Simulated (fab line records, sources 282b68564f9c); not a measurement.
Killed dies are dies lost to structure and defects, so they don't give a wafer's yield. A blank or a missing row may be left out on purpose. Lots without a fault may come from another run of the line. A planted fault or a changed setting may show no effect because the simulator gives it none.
A struck lot beside a sound one | flow rit_cmos | 21 steps out of a route of 202
Sound: wafers L961.1, L961.3, L961.6. Struck: wafers L969.1, L969.2, L969.5. The cause comes at the end.
At each step with rows: each side's tool, then ch and its chambers, then its first start. Under that, the readings that differ: sound wafers | struck wafers | difference of the means | sigmas: that difference in standard deviations of wafers without a fault.
alike: readings whose means differ by less than 2 such deviations, and words and numbers that are the same on both sides. not compared: withheld readings, readings that some wafer has no value for, bounds like >300 that may hide the same value, and numbers for which the record gives no deviation and whose values overlap.
The two part at a step that has a row with sigmas, a row that says differs or no value, or rows on one side only. Numbers that don't overlap but have no deviation are shown without sigmas and don't part them. A reading that every wafer of one side lacks parts them only if that side has two wafers or more.

first, 1 step without rows for these wafers: RIT_GATE_HARDBAKE_18 (time 60 s).
RIT_GATE_ETCH_19: etches poly-Si in SF6/CHF3/O2, stops on SiO2, time 165 s, target depth 312.5 nm.
  sound on rie_si-01 ch 0,1,3, day 2 23:53; struck on rie_si-01 ch 0,1, day 4 19:46
  alike: drypump_motor_current_A, oes_product_au, throttle_valve_pct
  not compared: rf_hours_counter_h
RIT_GATE_STRIP_20: strips in O2, time 180 s.
  sound on plasma_asher-03 ch 1, day 2 23:59; struck on plasma_asher-03 ch 0,1, day 4 19:53
  alike: drypump_motor_current_A, rf_refl_power_W
  not compared: rf_hours_counter_h
RIT_GATE_CD_MEAS_90: target cd 150 nm.
  sound on cd_sem-01, day 3 00:10; struck on cd_sem-01, day 4 20:04
  alike: cd_nm
then, 4 steps without rows for these wafers: RIT_REOX_CLEAN_00 (cleans in SC1, time 600 s); RIT_REOX_CLEAN_01 (cleans in dHF, time 30 s); RIT_REOX_CLEAN_02 (cleans in SC2, time 600 s); RIT_REOX_OXIDATION_03 (target thk 25.2 nm, ox time 5580 s).
RIT_REOX_THK_MEAS_04:
  sound on film_metro-01, day 3 05:08; struck on film_metro-02, day 4 23:55
  alike: REOX_OXIDE_THK
then, 3 steps without rows for these wafers: RIT_NLDD_HMDS_00 (prime time 60 s); RIT_NLDD_COAT_01 (resist thk 1000 nm); RIT_NLDD_SOFTBAKE_02 (time 60 s).
RIT_NLDD_EXPOSE_03: exposes mask M7, target cd 40700 nm.
  sound on iline_stepper-02 ch 0, day 3 05:47; struck on iline_stepper-01 ch 0, day 5 00:33
  reading | sound          | struck         | difference | sigmas
  mask    | M7#0 M7#0 M7#0 | M8#0 M8#0 M8#0 | differs    |
then, 2 steps without rows for these wafers: RIT_NLDD_PEB_04; RIT_NLDD_DEVELOP_05 (develop time 50 s).
RIT_NLDD_OVL_MEAS_06:
  sound on overlay-01, day 3 06:11; struck on overlay-02, day 5 00:57
  reading       | sound        | struck | difference                    | sigmas
  NLDD_OVL (nm) | 1.1 -1.2 1.2 | - - -  | no value on the struck wafers |
then, 2 steps without rows for these wafers: RIT_NLDD_HARDBAKE_07 (time 60 s); RIT_NLDD_IMPLANT_08.
RIT_NLDD_STRIP_09: strips in O2, time 180 s.
  sound on plasma_asher-04 ch 1, day 3 06:31; struck on plasma_asher-03 ch 0,1, day 5 01:17
  alike: drypump_motor_current_A, rf_refl_power_W
  not compared: rf_hours_counter_h
RIT_NLDD_TW_MEAS_10:
  sound on film_metro-02, day 3 06:41; struck on film_metro-02, day 5 01:41
  reading | sound          | struck   | difference | sigmas
  NLDD_TW | 2493 2503 2497 | 30 30 30 | -2468      | -99 or more
  not compared: hold
RIT_M1_PROBE_99:
  the record has rows for the sound wafers here (prober-02, day 3 23:14) and none for the struck ones

WHERE THEY PART
First at RIT_NLDD_EXPOSE_03; last, within this record, at RIT_M1_PROBE_99.

WHY: what the simulator had put in
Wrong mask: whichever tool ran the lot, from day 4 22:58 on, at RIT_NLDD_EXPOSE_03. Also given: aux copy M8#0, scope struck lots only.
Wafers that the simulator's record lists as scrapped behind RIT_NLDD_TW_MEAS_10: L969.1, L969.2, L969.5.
